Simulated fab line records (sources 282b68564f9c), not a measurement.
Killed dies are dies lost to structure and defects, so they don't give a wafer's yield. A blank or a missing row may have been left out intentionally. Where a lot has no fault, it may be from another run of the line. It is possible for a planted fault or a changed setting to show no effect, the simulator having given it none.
fab line records	flow rit-cmos
record lots=7	wafers=21	last-day=7
route steps=202 shown PRETRO@69 GATE@75 FOX2@80 M1@202
lots that met no fault: taken from a fault-free run of the same line
start-h: hours from the record's first day to the start of the lot's first wafer shown	wait-h: hours elapsed since this lot's preceding step	" the same as in the row above	L1.1+2: one row covering several wafers at once	- either no value or no given start	* or withheld: withheld	< > ~ a bound
route shown NAME@n: a module of which the file shows steps, and the number in the route of the first	usual: mean and standard deviation over wafers with no fault	same: alike in all rows	chamber/n: place in a boat	sites: the reading at each site	_std_site: the standard deviation of these	_edge_site: the outer-site mean with the inner-site mean subtracted	radius-mm: for every site, how far away it sits from the centre of the wafer	mask NAME#n: copy n	behind: the tool/chamber that last shaped the wafer	hold: the reason the lot was held/the length of the hold in hours/how it ended	device: the transistor (n, p or np) that didn't switch	end of line: the tests these same wafers got at the end of their route	a step with no rows: only its recipe	killed: dies that structure and defects cost at the first sort, which is not the same as the wafer's yield	map: shows each die of a wafer: x if killed, . if not, _ if none is there
set.NAME: the setting that was run; set.NAME@STEP: the one run at that earlier step	model.NAME: the simulator's own value behind a step, which no gauge read
lots seen at some steps along the route; tables by step, rows by wafer
services: the hour from which a tool's chamber was out of use, counted from the record's first day as start-h (under 0 if before that day), plus the number of hours and why
## steps
# step RIT_PRETRO_DEVELOP_05
# recipe resist=NOVOLAK	develop-time-s=65.46	dev-temp-c=23
# step RIT_PRETRO_OVL_MEAS_06
# usual PRETRO_OVL=-1.8/1.4
lot.wafer	tool	chamber	start-h	wait-h	PRETRO_OVL[nm]
L440.1	overlay-01	-	31.17	-	-0.2
L440.5	"	-	"	"	0.5
L440.6	"	-	"	"	-1.8
L443.4	overlay-01	-	46.35	-	-0.3
L443.5	"	-	"	"	0.4
L443.6	"	-	"	"	-0.5
L444.2	overlay-02	-	51.31	-	-1.9
L444.5	"	-	"	"	-1.3
L444.6	"	-	"	"	-0.6
L445.4	overlay-01	-	59.95	-	-1.8
L445.5	"	-	"	"	-3.3
L445.6	"	-	"	"	-3.1
L448.2	overlay-02	-	71.71	-	-4.7
L448.3	"	-	"	"	-1.5
L448.4	"	-	"	"	-3.5
L458.1	overlay-01	-	122.65	-	-2.8
L458.2	"	-	"	"	-1.9
L458.5	"	-	"	"	-3.3
L461.1	overlay-01	-	136.74	-	-0.4
L461.2	"	-	"	"	-1.2
L461.4	"	-	"	"	-0.6
# step RIT_PRETRO_HARDBAKE_07
# recipe resist=NOVOLAK	temp-c=140	time-s=120
# step RIT_PRETRO_IMPLANT_08
# recipe species=B	energy-kev=45	dose-cm2=1.2e+13	tilt-deg=7
# step RIT_PRETRO_STRIP_09
# recipe chemistry=O2	time-s=180	resist=NOVOLAK	platen-temp-c=withheld	power-w=500	pressure-mtorr=4000	o2-flow-sccm=4000
# usual drypump-motor-current-A=5.88/0.21	rf-refl-power-W=7.8/1.6
lot.wafer	tool	chamber	start-h	wait-h	drypump-motor-current-A	rf-hours-counter-h	rf-refl-power-W
L440.1	plasma-asher-03	0	31.61	0.1	5.61	38	5.9
L440.5	"	1	"	"	6.02	-	8.9
L440.6	"	0	"	"	5.61	-	5.6
L443.4	plasma-asher-02	1	46.82	0.1	5.82	-	9.9
L443.5	"	0	"	"	5.82	-	8.1
L443.6	"	1	"	"	5.82	-	9.7
L444.2	plasma-asher-03	0	51.74	0.1	5.59	39	6.0
L444.5	"	1	"	"	6.06	-	9.1
L444.6	"	0	"	"	5.59	-	5.6
L445.4	plasma-asher-01	0	60.43	0.1	6.31	-	5.9
L445.5	"	1	"	"	5.72	-	7.4
L445.6	"	0	"	"	6.31	-	5.8
L448.2	plasma-asher-01	0	72.14	0.1	6.31	43	6.0
L448.3	"	1	"	"	5.73	-	7.5
L448.4	"	0	"	"	6.30	-	5.8
L458.1	plasma-asher-02	0	123.08	0.1	5.85	48	7.5
L458.2	"	1	"	"	5.83	48	10.0
L458.5	"	1	"	"	5.82	-	10.0
L461.1	plasma-asher-03	1	137.17	0.1	6.03	49	8.9
L461.2	"	0	"	"	5.60	49	5.6
L461.4	"	1	"	"	6.00	-	9.0
# step RIT_PRETRO_TW_MEAS_10
# usual PRETRO_TW=473.6/2.9
lot.wafer	tool	chamber	start-h	wait-h	PRETRO_TW
L440.1	film-metro-02	-	31.78	0.1	475.9
L440.5	"	-	"	"	476.0
L440.6	"	-	"	"	476.7
L443.4	film-metro-03	-	46.97	0.1	468.6
L443.5	"	-	"	"	468.4
L443.6	"	-	"	"	467.9
L444.2	film-metro-02	-	51.92	0.1	475.3
L444.5	"	-	"	"	473.3
L444.6	"	-	"	"	475.0
L445.4	film-metro-03	-	60.57	0.1	471.1
L445.5	"	-	"	"	469.4
L445.6	"	-	"	"	469.3
L448.2	film-metro-04	-	72.33	0.1	478.9
L448.3	"	-	"	"	475.3
L448.4	"	-	"	"	473.7
L458.1	film-metro-04	-	123.26	0.1	474.2
L458.2	"	-	"	"	473.9
L458.5	"	-	"	"	475.8
L461.1	film-metro-02	-	137.35	0.1	472.4
L461.2	"	-	"	"	473.0
L461.4	"	-	"	"	473.2
# step RIT_GATE_WET_ETCH_00
# recipe chemistry=BOE	target=SiO2	target-depth-nm=56	time-s=60	dry=n2-spin	dilution=10:1	temp-c=21.5
# step RIT_GATE_CLEAN_01
# recipe chemistry=SC1	mix=3:3:50	time-s=600	temp-c=75
# step RIT_GATE_CLEAN_02
# recipe chemistry=dHF	dilution=50:1	time-s=30
# step RIT_GATE_CLEAN_03
# recipe chemistry=SC2	mix=3:3:50	time-s=600	temp-c=75	dry=n2-spin
# step RIT_GATE_CLEAN_04
# recipe chemistry=dHF	dilution=50:1	time-s=60	dry=n2-spin
# step RIT_FOX2_THK_MEAS_91
# recipe reads=SiO2_of_FOX2_OXIDATION_00
# usual FIELD_OXIDE_LEFT_2_THK=259/5.7
lot.wafer	tool	chamber	start-h	wait-h	FIELD_OXIDE_LEFT_2_THK[nm]
L440.1	film-metro-02	-	32.30	0.0	267
L440.5	"	-	"	"	261
L440.6	"	-	"	"	262
L443.4	film-metro-04	-	47.45	0.0	271
L443.5	"	-	"	"	267
L443.6	"	-	"	"	264
L444.2	film-metro-02	-	52.40	0.0	262
L444.5	"	-	"	"	256
L444.6	"	-	"	"	258
L445.4	film-metro-02	-	61.05	0.0	259
L445.5	"	-	"	"	261
L445.6	"	-	"	"	262
L448.2	film-metro-02	-	72.81	0.0	267
L448.3	"	-	"	"	270
L448.4	"	-	"	"	263
L458.1	film-metro-02	-	123.74	0.0	255
L458.2	"	-	"	"	252
L458.5	"	-	"	"	261
L461.1	film-metro-01	-	137.83	0.0	250
L461.2	"	-	"	"	255
L461.4	"	-	"	"	255
# step RIT_GATE_OXIDATION_05
# recipe temp-c=900	ambient=O2	target-thk-a=30	ox-time-s=270
# usual spike-tc-centre-C=902.6/1	spike-tc-load-C=927.4/2.4	spike-tc-source-C=923/3.3	tube-center-temp-C=900/0.08	tube_center_temp_C_max=902.3/0.36
lot.wafer	tool	chamber	start-h	wait-h	spike-tc-centre-C	spike-tc-load-C	spike-tc-source-C	tube-center-temp-C	tube_center_temp_C_max	model.SiO2_of_GATE_OXIDATION_05.thk-nm
L440.1	furnace-04	0	32.36	0.1	902.3	924.0	919	899.93	902.2	2.966
L440.5	"	0	"	"	902.2	923.0	919	900	902.7	2.977
L440.6	"	0	"	"	901.6	925.4	919	900.05	902.6	3.004
L443.4	furnace-01	0	47.48	0.0	920.8	951.3	944	919.87	922.3	3.86
L443.5	"	0	"	"	924.4	948.9	945	920.05	922.1	3.844
L443.6	"	0	"	"	923.2	948.5	948	920.15	922.7	3.933
L444.2	furnace-01	0	52.81	0.4	919.8	949.4	947	920.06	922.2	3.815
L444.5	"	0	"	"	923.2	948.8	946	919.96	922.4	3.82
L444.6	"	0	"	"	923.8	949.8	945	919.98	922.2	3.881
L445.4	furnace-01	0	62.05	1.0	922.0	950.6	948	920.04	922.3	3.747
L445.5	"	0	"	"	925.0	948.6	947	920.04	922.4	3.752
L445.6	"	0	"	"	923.1	949.3	945	919.96	922.2	3.797
L448.2	furnace-02	0	72.86	0.0	902.4	927.1	924	900.1	902.4	3.037
L448.3	"	0	"	"	904.0	928.1	921	900.1	902.5	3.079
L448.4	"	0	"	"	903.5	927.9	922	899.94	902.2	2.985
L458.1	furnace-04	0	123.80	0.1	903.9	926.0	919	900.03	902.6	3.114
L458.2	"	0	"	"	902.5	923.9	919	900.03	902.0	3.128
L458.5	"	0	"	"	902.0	925.7	918	899.91	902.8	3.07
L461.1	furnace-01	0	137.89	0.1	903.2	930.0	925	899.99	902.2	2.909
L461.2	"	0	"	"	902.6	929.4	925	900.02	902.1	2.874
L461.4	"	0	"	"	903.9	930.5	928	899.93	901.9	2.913
# step RIT_GATE_ANNEAL_06
# recipe temp-c=900	time-s=600	ambient=N2O
# step RIT_GATE_THK_MEAS_07
# recipe reads=SiO2_of_GATE_OXIDATION_05
# usual GATE_OXIDE_THK=2.99/0.064
lot.wafer	tool	chamber	start-h	wait-h	GATE_OXIDE_THK[nm]
L440.1	film-metro-04	-	33.68	0.0	2.99
L440.5	"	-	"	"	2.93
L440.6	"	-	"	"	2.99
L443.4	film-metro-04	-	48.83	0.0	3.84
L443.5	"	-	"	"	3.82
L443.6	"	-	"	"	3.95
L444.2	film-metro-02	-	54.14	0.0	3.86
L444.5	"	-	"	"	3.83
L444.6	"	-	"	"	3.88
L445.4	film-metro-02	-	63.41	0.0	3.73
L445.5	"	-	"	"	3.73
L445.6	"	-	"	"	3.81
L448.2	film-metro-02	-	75.50	0.0	3.02
L448.3	"	-	"	"	3.11
L448.4	"	-	"	"	2.96
L458.1	film-metro-01	-	125.12	0.0	3.09
L458.2	"	-	"	"	3.12
L458.5	"	-	"	"	3.04
L461.1	film-metro-02	-	139.21	0.0	2.90
L461.2	"	-	"	"	2.94
L461.4	"	-	"	"	2.86
# step RIT_GATE_CVD_08
# recipe material=poly-Si	target-thk-nm=250	temp-c=610	precursor=SiH4	time-s=2132	pressure-mtorr=300	sih4-flow-sccm=100
# step RIT_M1_PROBE_99
# usual killed-at-contacts=0.1/0.31	killed-at-front-end=7/3.3	killed-dies=7/3.3	killed-on-rim=1.9/1.5	killed-open=3.4/2.2	killed-short=3.5/2
# same gross-dies=264	killed_at_M0_to_M3=0	killed_at_M4_up=0	killed-at-back-side=0	killed-at-other=0
lot.wafer	tool	chamber	start-h	wait-h	killed-at-contacts	killed-at-front-end	killed-dies	killed-on-rim	killed-open	killed-short	model.etest.pmos_0p3.r-on-ohm-um	model.etest.pmos-turned.r-on-ohm-um	model.etest.pmos_0p15.r-on-ohm-um	model.etest.nmos_0p3.r-on-ohm-um	model.etest.nmos_0p15.r-on-ohm-um	model.etest.nmos_0p15.drive-ua-um	model.etest.nmos-narrow.drive-ua-um	model.etest.nmos_0p3.drive-ua-um
L440.1	prober-02	-	56.96	0.1	0	9	9	3	4	5	6097	3238	2673	2102	1107	475.1	234.5	231.6
L440.5	prober-02	-	57.16	0.2	0	7	7	2	4	3	6114	3306	2736	2139	1156	469.7	234.2	232.6
L440.6	prober-02	-	57.21	0.2	0	7	7	3	4	3	6097	3182	2645	2089	1092	479.4	233.7	229.9
L443.4	prober-01	-	73.57	0.2	0	2	2	1	2	0	8028	4123	3396	2633	1334	358.1	158.4	160.1
L443.5	prober-01	-	73.62	0.2	0	7	7	2	6	1	7832	3887	3216	2560	1230	376.9	159.3	159.9
L443.6	prober-01	-	73.67	0.2	0	6	6	3	1	5	8034	4082	3383	2635	1302	358.3	154.4	155.8
L444.2	prober-01	-	77.16	0.1	0	6	6	0	5	1	7795	3942	3233	2531	1242	389.1	168.3	168.5
L444.5	prober-01	-	77.31	0.2	0	6	6	1	5	1	7695	3891	3166	2482	1198	397.4	169.8	169.1
L444.6	prober-01	-	77.36	0.2	0	11	11	2	4	7	7860	3996	3288	2575	1252	383.9	165.9	165.2
L445.4	prober-02	-	86.89	0.2	0	8	8	2	0	8	7651	4058	3316	2615	1336	375	169.2	167.4
L445.5	prober-02	-	86.94	0.2	1	9	10	7	5	5	7572	3841	3156	2546	1239	391.2	167.4	165.8
L445.6	prober-02	-	86.99	0.2	0	4	4	2	3	1	7652	3946	3250	2615	1322	373.3	166.5	164.7
L448.2	prober-01	-	100.42	0.1	0	10	10	5	4	6	6357	3450	2823	2179	1168	460.8	224.9	224.8
L448.3	prober-01	-	100.47	0.2	0	6	6	3	3	3	6487	3523	2906	2197	1180	445.6	220	219.6
L448.4	prober-01	-	100.52	0.2	0	12	12	3	6	6	6183	3337	2754	2133	1115	470.3	228.7	227.4
L458.1	prober-01	-	149.94	0.1	0	11	11	2	4	7	6382	3310	2725	2179	1097	469.1	219.9	215.3
L458.2	prober-01	-	149.99	0.1	0	5	5	0	1	4	6439	3376	2766	2235	1149	461	219.4	212.4
L458.5	prober-01	-	150.14	0.2	0	2	2	0	1	1	6319	3222	2651	2147	1066	478.5	223.3	219.3
L461.1	prober-02	-	164.23	0.1	0	6	6	2	1	5	6020	3236	2636	2049	1060	516.3	253.8	242.8
L461.2	prober-02	-	164.28	0.1	0	4	4	1	2	2	6083	3275	2688	2065	1098	512.5	255.3	245.6
L461.4	prober-02	-	164.38	0.2	0	5	5	3	3	2	5977	3210	2605	2056	1063	517.9	253.3	244
# killed by level:class
L440.1 GATE:geometric-particle:open=3 GATE:geometric-particle:short=2 REOX:geometric-particle:short=2 FOX2:geometric-particle:short=1 REOX:geometric-particle:open=1
L440.5 GATE:geometric-particle:short=2 REOX:geometric-particle:open=2 FOX2:geometric-particle:open=1 SPACER:geometric-particle:short=1 SILICIDE:geometric-particle:open=1
L440.6 REOX:geometric-particle:open=3 GATE:geometric-particle:open=1 REOX:geometric-particle:short=1 SPACER:geometric-particle:short=1 SILICIDE:geometric-particle:short=1
L443.4 FOX1:geometric-particle:open=1 GATE:geometric-particle:open=1
L443.5 GATE:geometric-particle:open=3 FOX1:geometric-particle:open=2 FOX2:geometric-particle:short=1 SPACER:geometric-particle:open=1
L443.6 GATE:geometric-particle:short=3 SPACER:geometric-particle:short=2 SPACER:geometric-particle:open=1
L444.2 SPACER:geometric-particle:open=3 GATE:geometric-particle:open=2 SILICIDE:geometric-particle:short=1
L444.5 GATE:geometric-particle:open=5 GATE:geometric-particle:short=1
L444.6 GATE:geometric-particle:short=5 SILICIDE:geometric-particle:short=2 GATE:geometric-particle:open=2 FOX2:geometric-particle:open=1 SILICIDE:geometric-particle:open=1
L445.4 GATE:geometric-particle:short=3 FOX1:geometric-particle:short=2 FOX2:geometric-particle:short=2 REOX:geometric-particle:short=1
L445.5 GATE:geometric-particle:short=2 GATE:geometric-particle:open=2 SPACER:geometric-particle:open=2 FOX2:geometric-particle:short=1 REOX:geometric-particle:open=1 SPACER:geometric-particle:short=1 CONTACT:geometric-particle:short=1
L445.6 GATE:geometric-particle:open=2 FOX2:geometric-particle:open=1 REOX:geometric-particle:short=1
L448.2 FOX2:geometric-particle:short=3 FOX2:geometric-particle:open=2 SILICIDE:geometric-particle:open=2 GATE:geometric-particle:short=1 REOX:geometric-particle:short=1 SILICIDE:geometric-particle:short=1
L448.3 SPACER:geometric-particle:open=2 SILICIDE:geometric-particle:short=2 FOX1:geometric-particle:open=1 REOX:geometric-particle:short=1
L448.4 FOX2:geometric-particle:short=3 FOX2:geometric-particle:open=3 GATE:geometric-particle:short=3 SPACER:geometric-particle:open=2 SILICIDE:geometric-particle:open=1
L458.1 SPACER:geometric-particle:short=4 FOX1:geometric-particle:short=2 GATE:geometric-particle:open=2 FOX1:geometric-particle:open=1 GATE:geometric-particle:short=1 SPACER:geometric-particle:open=1
L458.2 SPACER:geometric-particle:short=3 GATE:geometric-particle:open=1 SILICIDE:geometric-particle:short=1
L458.5 SPACER:geometric-particle:short=1 SPACER:geometric-particle:open=1
L461.1 GATE:geometric-particle:short=3 FOX1:geometric-particle:short=1 REOX:geometric-particle:short=1 SILICIDE:geometric-particle:open=1
L461.2 FOX1:geometric-particle:open=1 GATE:geometric-particle:short=1 REOX:geometric-particle:open=1 SILICIDE:geometric-particle:short=1
L461.4 GATE:geometric-particle:open=2 FOX1:geometric-particle:short=1 FOX2:geometric-particle:open=1 SPACER:geometric-particle:short=1
## services
tool	chamber	start-h	hours	kind
plasma-asher-02	-	14.94	0.9	repair
plasma-asher-03	-	37.01	14.6	pm
furnace-04	-	38.93	4.4	pm
plasma-asher-01	-	46.03	5.1	repair
plasma-asher-02	-	51.44	2.8	pm
furnace-02	-	62.69	2.8	pm
furnace-02	-	97.05	5.0	pm
plasma-asher-01	-	105.73	12.0	repair
plasma-asher-01	-	117.71	9.0	pm
plasma-asher-01	0	117.71	9.0	vent-cycle
plasma-asher-01	1	117.71	9.0	vent-cycle
plasma-asher-01	0	126.71	-	clean
plasma-asher-01	1	126.71	-	clean
## key
first-sign step=RIT_GATE_OXIDATION_05	reading=tube-center-temp-C	direction=up	sigmas=99+	usual=*	struck=*
effect step=RIT_GATE_OXIDATION_05	reading=tube_center_temp_C_max	direction=up	sigmas=55	usual=*	struck=*
effect step=RIT_GATE_THK_MEAS_07	reading=GATE_OXIDE_THK	direction=up	sigmas=13	usual=2.99	struck=3.83
model-effect step=RIT_GATE_OXIDATION_05	value=SiO2_of_GATE_OXIDATION_05.thk-nm	without=3.028	struck=3.828
model-effect step=RIT_M1_PROBE_99	value=etest.pmos_0p3.r-on-ohm-um	without=6338	struck=7791
met-at RIT_GATE_OXIDATION_05
struck-wafers L443.4,L443.5,L443.6,L444.2,L444.5,L444.6,L445.4,L445.5,L445.6
tester-left-out L443,L444,L445
fault kind=process-parameter-drift	tool=furnace-01	chamber=-	onset-h=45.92	steps=RIT_GATE_OXIDATION_05	channel=temp-c	offset=*	shape=step	end-h=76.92	acts-in=*	stated=*
# tester-left-out: of these lots the tester's yield and bins aren't shown, on N5 and GAA mostly nor the transistor test; their killed dies are dies lost to structure and defects alone, not to doping, threshold or leakage, so they don't give the yield
